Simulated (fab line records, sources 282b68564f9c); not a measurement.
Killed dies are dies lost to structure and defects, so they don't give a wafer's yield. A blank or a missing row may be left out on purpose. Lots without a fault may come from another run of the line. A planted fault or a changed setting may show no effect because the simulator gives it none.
A struck lot beside a sound one | flow rit_cmos | 14 steps out of a route of 202
Sound: wafers L470.1, L470.2, L470.3. Struck: wafers L463.1, L463.4, L463.6. The cause comes at the end.
At each step with rows: each side's tool, then ch and its chambers, then its first start. Under that, the readings that differ: sound wafers | struck wafers | difference of the means | sigmas: that difference in standard deviations of wafers without a fault.
alike: readings whose means differ by less than 2 such deviations, and words and numbers that are the same on both sides. not compared: withheld readings, readings that some wafer has no value for, bounds like >300 that may hide the same value, and numbers for which the record gives no deviation and whose values overlap.
The two part at a step that has a row with sigmas, a row that says differs or no value, or rows on one side only. Numbers that don't overlap but have no deviation are shown without sigmas and don't part them. A reading that every wafer of one side lacks parts them only if that side has two wafers or more.

first, 1 step without rows for these wafers: RIT_NLDD_IMPLANT_08.
RIT_NLDD_STRIP_09: strips in O2, time 180 s.
  sound on plasma_asher-03 ch 0,1, day 6 07:26; struck on plasma_asher-03 ch 0,1, day 4 19:03
  alike: chamber_pressure_mTorr, drypump_motor_current_A
  not compared: rf_hours_counter_h
RIT_NLDD_TW_MEAS_10:
  sound on film_metro-04, day 6 07:36; struck on film_metro-02, day 4 19:14
  alike: NLDD_TW
then, 6 steps without rows for these wafers: RIT_PLDD_HMDS_00 (prime time 60 s); RIT_PLDD_COAT_01 (resist thk 1000 nm); RIT_PLDD_SOFTBAKE_02 (time 60 s); RIT_PLDD_EXPOSE_03 (exposes mask M8, target cd 40900 nm); RIT_PLDD_PEB_04; RIT_PLDD_DEVELOP_05 (develop time 50 s).
RIT_PLDD_OVL_MEAS_06:
  sound on overlay-01, day 6 08:38; struck on overlay-01, day 4 20:08
  alike: PLDD_OVL
then, 2 steps without rows for these wafers: RIT_PLDD_HARDBAKE_07 (time 60 s); RIT_PLDD_IMPLANT_08.
RIT_PLDD_STRIP_09: strips in O2, time 180 s.
  sound on plasma_asher-01 ch 0,1, day 6 09:14; struck on plasma_asher-03 ch 0,1, day 4 20:28
  no value came back on the struck wafers for chamber_pressure_mTorr (mTorr), drypump_motor_current_A (A); on the sound wafers chamber_pressure_mTorr (mTorr) reads 4000 4003 3995
  reading                                   | sound | struck          | difference | sigmas
  model.NOVOLAK_of_PLDD_COAT_01.thk_nm (nm) | 0 0 0 | 880.8 880 879.6 | +880.1     |
  not compared: rf_hours_counter_h
RIT_PLDD_TW_MEAS_10:
  sound on film_metro-01, day 6 09:24; struck on film_metro-01, day 4 20:39
  alike: PLDD_TW

WHERE THEY PART
Only at RIT_PLDD_STRIP_09, within this record. Later steps at which nothing parts them and some readings are alike: RIT_PLDD_TW_MEAS_10.

WHY: what the simulator had put in
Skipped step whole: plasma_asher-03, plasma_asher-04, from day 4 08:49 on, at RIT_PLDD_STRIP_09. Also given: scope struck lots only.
